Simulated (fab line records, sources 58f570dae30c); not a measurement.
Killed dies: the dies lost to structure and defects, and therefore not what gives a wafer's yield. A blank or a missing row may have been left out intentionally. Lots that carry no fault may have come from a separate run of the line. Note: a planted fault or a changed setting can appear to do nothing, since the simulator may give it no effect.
Which tool is to blame? ; flow berkeley-cmos170 ; 7 lots, 21 wafers sampled, at 2 steps of a route of 331

== WHAT EACH GAUGE READ, for each wafer ==
UCB170_PFIELD_TW_MEAS_09.
lot;measured;on;PFIELD_TW
L294;day 5 07:49;film-metro-01;591 595 593
L295;day 5 08:17;film-metro-01;591 591 593
L296;day 5 19:19;film-metro-04;613 615 613
L304;day 7 09:21;film-metro-03;550 547 551
L306;day 7 22:37;film-metro-04;605 606 607
L312;day 9 16:19;film-metro-03;603 603 600
L315;day 10 01:28;film-metro-04;609 611 611

== TOOL THAT RAN EACH LOT (tool first, then ch and the chambers of the sampled wafers, then the start) ==
lot;UCB170_PFIELD_IMPLANT_07
L294;implanter-01 ch 0, day 5 07:36
L295;implanter-01 ch 0, day 5 08:02
L296;implanter-02 ch 0, day 5 19:04
L304;implanter-01 ch 0, day 7 09:07
L306;implanter-02 ch 0, day 7 22:22
L312;implanter-02 ch 0, day 9 16:04
L315;implanter-02 ch 0, day 10 01:09
- UCB170_PFIELD_IMPLANT_07

== THE ANSWER, worked out from the rows above alone ==
Rule: what is usual is taken from the lots themselves. Put in order of their means at a reading, lots are off if they are a third of the lots or fewer, leave a main group of 4 or more, and stand apart from it by a gap of 3 or more times the standard deviation of the main group's means; of several such gaps the widest counts. A main group whose means are all the same, to the digits that the tables above print for the reading, isn't used. Also off: a lot with no number at a reading for which 4 or more lots have one. Any other lot the step has rows for is counted as sound.
Off: L304, seen at UCB170_PFIELD_TW_MEAS_09 (PFIELD_TW). For the main group the mean is 603 and the standard deviation 8.2.
If a tool, at a process step before that reading, ran all the lots that are off and no sound lot after the first of them, it fits. Those tools and the gauges at UCB170_PFIELD_TW_MEAS_09 are tried in the same way. One fits: UCB170_PFIELD_IMPLANT_07 on implanter-01. A fault onset in the window from L295 (day 5 08:02, its last sound lot) to L304 (day 7 09:07, its first lot off) fits.

== WHAT WAS PUT IN BY THE SIMULATOR ==
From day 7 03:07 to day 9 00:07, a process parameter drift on implanter-01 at UCB170_PFIELD_IMPLANT_07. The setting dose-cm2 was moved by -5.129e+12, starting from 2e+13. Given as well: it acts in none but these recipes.
Lots struck among those shown: L304. The rule given above showed the same thing.
